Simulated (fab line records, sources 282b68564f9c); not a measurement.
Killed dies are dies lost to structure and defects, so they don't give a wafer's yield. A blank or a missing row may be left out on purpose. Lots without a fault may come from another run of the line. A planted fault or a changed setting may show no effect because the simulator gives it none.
fab line records | flow rit_cmos
record lots=5 wafers=15 last_day=7
route steps=202 shown ACTIVE@1 M1@202
lots that met no fault: from a run of the same line without faults
start_h: hours from the record's first day to the start of the lot's first wafer shown | wait_h: hours since the lot's step before | " the same as in the row above | L1.1+2: a row that stands for several wafers | - no value, or no start given | * or withheld: withheld | < > ~ a bound
route shown NAME@n: a module of which the file shows steps, and the number in the route of the first | usual: mean/standard deviation of fault-free wafers | same: alike in all rows | chamber/n: place in a boat | sites: the reading at each site | _std_site: their standard deviation | _edge_site: outer sites' mean less inner sites' | radius_mm: how far each site lies from the wafer's centre | mask NAME#n: copy n | behind: the tool/chamber that last shaped the wafer | hold: why the lot was held/for how many hours/how that ended | device: the transistor (n, p or np) that didn't switch | end of line: the same wafers' tests at the end of the route | a step without rows: its recipe alone | killed: dies lost to structure and defects at the first sort, not the wafer's yield | map: a wafer's dies, x killed, . not, _ none there
set.NAME: the setting as run; set.NAME@STEP: as run at that earlier step | model.NAME: the simulator's own value behind a step, which no gauge read
lots at some steps of the route; a table a step, a row a wafer
services: from which hour (start_h, from the record's first day; less than 0 if before it) a tool's chamber was out of use, for how many hours, and why
## steps
# step RIT_ACTIVE_BOW_MEAS_00
# recipe mode=bow
# usual INCOMING_BOW=1/5.9
# columns lot.wafer tool chamber start_h wait_h INCOMING_BOW[um]
L806.2 film_metro-01 - 40.02 - -3
L806.3 " - " " 7
L806.5 " - " " -4
L808.3 film_metro-03 - 50.04 - 4
L808.4 " - " " 3
L808.6 " - " " -1
L812.1 film_metro-01 - 70.00 - 3
L812.3 " - " " -4
L812.5 " - " " 0
L821.1 film_metro-04 - 115.00 - -7
L821.2 " - " " 1
L821.6 " - " " -4
L822.2 film_metro-03 - 120.02 - -4
L822.4 " - " " 4
L822.6 " - " " -7
# step RIT_ACTIVE_OXIDATION_01
# recipe temp_c=1000 ambient=O2 target_thk_a=468 ox_time_s=3360
# step RIT_ACTIVE_THK_MEAS_02
# recipe reads=SiO2_of_ACTIVE_OXIDATION_01
# usual ACTIVE_OXIDE_THK=46.9/1.2
# columns lot.wafer tool chamber start_h wait_h ACTIVE_OXIDE_THK[nm]
L806.2 film_metro-04 - 42.06 0.0 48.3
L806.3 " - " " 48.2
L806.5 " - " " 48.3
L808.3 film_metro-01 - 52.07 0.0 46.7
L808.4 " - " " 47.6
L808.6 " - " " 46.6
L812.1 film_metro-04 - 72.30 0.0 45.4
L812.3 " - " " 44.5
L812.5 " - " " 44.9
L821.1 film_metro-04 - 118.19 0.0 47.1
L821.2 " - " " 46.7
L821.6 " - " " 46.5
L822.2 film_metro-04 - 123.03 0.0 47.1
L822.4 " - " " 47.0
L822.6 " - " " 47.2
# step RIT_ACTIVE_CVD_03
# recipe material=Si3N4 target_thk_nm=150 temp_c=810 precursor=SiH2Cl2/NH3 time_s=1500 pressure_mtorr=300 sih2cl2_flow_sccm=60 nh3_flow_sccm=150
# step RIT_ACTIVE_THK_MEAS_04
# recipe reads=Si3N4_of_ACTIVE_CVD_03
# usual ACTIVE_NITRIDE_THK=149.9/1.4
# columns lot.wafer tool chamber start_h wait_h ACTIVE_NITRIDE_THK[nm]
L806.2 film_metro-04 - 43.54 0.0 150.7
L806.3 " - " " 149.9
L806.5 " - " " 150.7
L808.3 film_metro-03 - 56.36 0.0 148.4
L808.4 " - " " 148.0
L808.6 " - " " 148.2
L812.1 film_metro-01 - 73.77 0.0 148.3
L812.3 " - " " 147.0
L812.5 " - " " 146.9
L821.1 film_metro-04 - 119.67 0.0 149.5
L821.2 " - " " 149.6
L821.6 " - " " 149.8
L822.2 film_metro-01 - 125.21 0.0 150.8
L822.4 " - " " 150.1
L822.6 " - " " 150.1
# step RIT_ACTIVE_HMDS_05
# recipe prime_time_s=60 prime_temp_c=140
# step RIT_ACTIVE_COAT_06
# recipe resist=NOVOLAK spin_rpm=3250 resist_thk_nm=1000
# usual chill_plate_temp_C=22.99/0.099
# columns lot.wafer tool chamber start_h wait_h chill_plate_temp_C model.NOVOLAK_of_ACTIVE_COAT_06.thk_nm
L806.2 litho_track-03 0 43.77 0.1 23.07 1003
L806.3 " 0 " " 22.94 1003
L806.5 " 0 " " 22.96 1005
L808.3 litho_track-01 0 56.60 0.1 22.99 999.2
L808.4 " 0 " " 23.16 999.3
L808.6 " 0 " " 22.97 1002
L812.1 litho_track-01 0 74.00 0.1 23.01 933.6
L812.3 " 0 " " 23.03 934.3
L812.5 " 0 " " 23.10 936.8
L821.1 litho_track-02 0 119.88 0.1 23.08 1005
L821.2 " 0 " " 23.01 1003
L821.6 " 0 " " 23.15 1006
L822.2 litho_track-03 0 125.44 0.1 23.11 1000
L822.4 " 0 " " 23.16 998.1
L822.6 " 0 " " 23.13 999.9
# step RIT_ACTIVE_SOFTBAKE_07
# recipe resist=NOVOLAK temp_c=90 time_s=60
# step RIT_ACTIVE_EXPOSE_08
# recipe mask_id=M1 na=0.6 source_shape=conventional sigma_outer=0.6 target_cd_nm=1400 dose_mj=225
# step RIT_ACTIVE_PEB_09
# recipe resist=NOVOLAK temp_c=withheld time_s=withheld
# step RIT_ACTIVE_DEVELOP_10
# recipe resist=NOVOLAK develop_time_s=50 dev_temp_c=23
# step RIT_ACTIVE_CD_MEAS_11
# recipe target_cd_nm=1400
# usual cd_nm=1399.9/2.2
# columns lot.wafer tool chamber start_h wait_h cd_nm
L806.2 cd_sem-02 - 44.46 - 1399.0
L806.3 " - " " 1402.0
L806.5 " - " " 1400.8
L808.3 cd_sem-01 - 57.29 - 1396.2
L808.4 " - " " 1399.2
L808.6 " - " " 1394.7
L812.1 cd_sem-01 - 74.70 - 1395.1
L812.3 " - " " 1397.2
L812.5 " - " " 1394.9
L821.1 cd_sem-02 - 120.58 - 1398.4
L821.2 " - " " 1399.0
L821.6 " - " " 1400.0
L822.2 cd_sem-01 - 126.26 - 1402.1
L822.4 " - " " 1401.6
L822.6 " - " " 1401.5
# step RIT_ACTIVE_HARDBAKE_12
# recipe resist=NOVOLAK temp_c=139.1 time_s=60
# step RIT_ACTIVE_ETCH_13
# recipe stop_on=SiO2 chemistry=SF6 target=Si3N4 time_s=210 over_etch_frac=0.4 SF6_flow_sccm=200 pressure_mtorr=260 rf_w=125 target_depth_a=2100
# usual drypump_motor_current_A=6.0/0.46 oes_product_au=0.824/0.011 throttle_valve_pct=7.48/0.13
# columns lot.wafer tool chamber start_h wait_h drypump_motor_current_A oes_product_au rf_hours_counter_h throttle_valve_pct model.NOVOLAK_of_ACTIVE_COAT_06.thk_nm
L806.2 rie_diel-03 1 44.71 0.1 5.9 0.815 144 7.30 663.8
L806.3 " 0 " " 5.3 0.822 9 7.54 660.9
L806.5 " 0 " " 5.3 0.833 - 7.53 665.2
L808.3 rie_diel-02 1 57.52 0.1 6.2 0.835 21 7.39 658.4
L808.4 " 2 " " 6.5 0.813 8 7.46 647.7
L808.6 " 2 " " 6.5 0.812 - 7.46 651.5
L812.1 rie_diel-04 0 74.97 0.1 5.5 0.805 3 7.40 601.4
L812.3 " 2 " " 6.4 0.795 4 7.72 600.8
L812.5 " 2 " " 6.4 0.799 - 7.72 603.4
L821.1 rie_diel-04 2 120.85 0.1 6.4 0.813 5 7.72 664
L821.2 " 1 " " 5.9 0.825 1 7.54 661.4
L821.6 " 1 " " 5.9 0.825 - 7.53 665.7
L822.2 rie_diel-04 2 126.51 0.1 6.3 0.813 5 7.72 662.8
L822.4 " 0 " " 5.5 0.823 4 7.40 662.8
L822.6 " 0 " " 5.5 0.817 - 7.39 662.8
# step RIT_ACTIVE_STRIP_14
# recipe chemistry=O2 time_s=180 resist=NOVOLAK platen_temp_c=withheld power_w=500 pressure_mtorr=4000 o2_flow_sccm=4000
# usual drypump_motor_current_A=5.8/0.49 o2_flow_sccm=4001/12
# columns lot.wafer tool chamber start_h wait_h drypump_motor_current_A o2_flow_sccm rf_hours_counter_h
L806.2 plasma_asher-03 0 44.84 0.1 5.8 4004 30
L806.3 " 0 " " 5.7 4024 -
L806.5 " 1 " " 5.1 4012 -
L808.3 plasma_asher-03 0 57.71 0.1 5.7 3983 -
L808.4 " 1 " " 5.1 3999 -
L808.6 " 1 " " 5.1 3989 -
L812.1 plasma_asher-04 0 75.10 0.1 6.7 4002 49
L812.3 " 1 " " 5.2 4022 -
L812.5 " 1 " " 5.2 4036 -
L821.1 plasma_asher-01 0 120.98 0.1 5.7 4012 53
L821.2 " 1 " " 6.3 3984 53
L821.6 " 0 " " 5.7 3989 -
L822.2 plasma_asher-03 1 126.64 0.1 5.1 4019 39
L822.4 " 0 " " 5.7 3981 -
L822.6 " 0 " " 5.8 3991 -
# step RIT_M1_PROBE_99
# usual killed_at_M0_to_M3=0.0/0.14 killed_at_contacts=0.1/0.3 killed_at_front_end=6.5/2.9 killed_dies=6.6/3 killed_open=3.3/2 killed_short=3.3/1.9
# same gross_dies=264 killed_at_M4_up=0 killed_at_back_side=0 killed_at_other=0
# columns lot.wafer tool chamber start_h wait_h killed_at_M0_to_M3 killed_at_contacts killed_at_front_end killed_dies killed_open killed_short
L812.1 prober-01 - 116.38 0.1 0 0 7 7 7 0
L812.3 prober-01 - 116.48 0.2 0 0 12 12 5 7
L812.5 prober-01 - 116.58 0.2 0 0 3 3 1 2
# killed by level:class
L812.1 FOX1:geometric_particle:open=3 GATE:geometric_particle:open=3 REOX:geometric_particle:open=1
L812.3 FOX2:geometric_particle:open=2 GATE:geometric_particle:short=2 GATE:geometric_particle:open=2 REOX:geometric_particle:short=2 SPACER:geometric_particle:short=2 SILICIDE:geometric_particle:short=1 SILICIDE:geometric_particle:open=1
L812.5 FOX2:geometric_particle:open=1 FOX2:geometric_particle:short=1 GATE:geometric_particle:short=1
## services
# columns tool chamber start_h hours kind
rie_diel-02 1 36.91 5.5 repair
rie_diel-02 0 38.50 2.1 repair
rie_diel-03 2 39.61 - clean
rie_diel-03 2 39.61 23.6 scheduled_down
rie_diel-03 2 39.61 23.6 vent_cycle
rie_diel-04 - 67.33 4.4 repair
rie_diel-04 1 74.43 - clean
rie_diel-04 1 74.43 15.8 scheduled_down
rie_diel-04 1 74.43 15.8 vent_cycle
rie_diel-03 3 97.68 2.4 repair
plasma_asher-04 - 108.75 9.0 pm
plasma_asher-04 0 108.75 9.0 vent_cycle
plasma_asher-04 1 108.75 9.0 vent_cycle
rie_diel-03 3 110.18 6.8 repair
plasma_asher-04 0 117.75 - clean
plasma_asher-04 1 117.75 - clean
rie_diel-02 1 120.10 5.9 repair
rie_diel-03 - 125.75 2.8 pm
## key
first_sign none at tools or gauges
model_effect step=RIT_ACTIVE_COAT_06 value=NOVOLAK_of_ACTIVE_COAT_06.thk_nm without=997.2 struck=934.9
model_effect step=RIT_ACTIVE_ETCH_13 value=NOVOLAK_of_ACTIVE_COAT_06.thk_nm without=656.5 struck=601.8
met_at RIT_ACTIVE_COAT_06
struck_wafers L812.1,L812.3,L812.5
tester_left_out L812
onset_between 56.60 74.00
fault kind=process_parameter_drift tool=litho_track-01 chamber=- onset_h=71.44 steps=RIT_ACTIVE_COAT_06 channel=resist_thk_nm offset=-62.495 shape=step end_h=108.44 acts_in=these_recipes_only stated=1000
# tester_left_out: of these lots the tester's yield and bins aren't shown, on N5 and GAA mostly nor the transistor test; their killed dies are dies lost to structure and defects alone, not to doping, threshold or leakage, so they don't give the yield
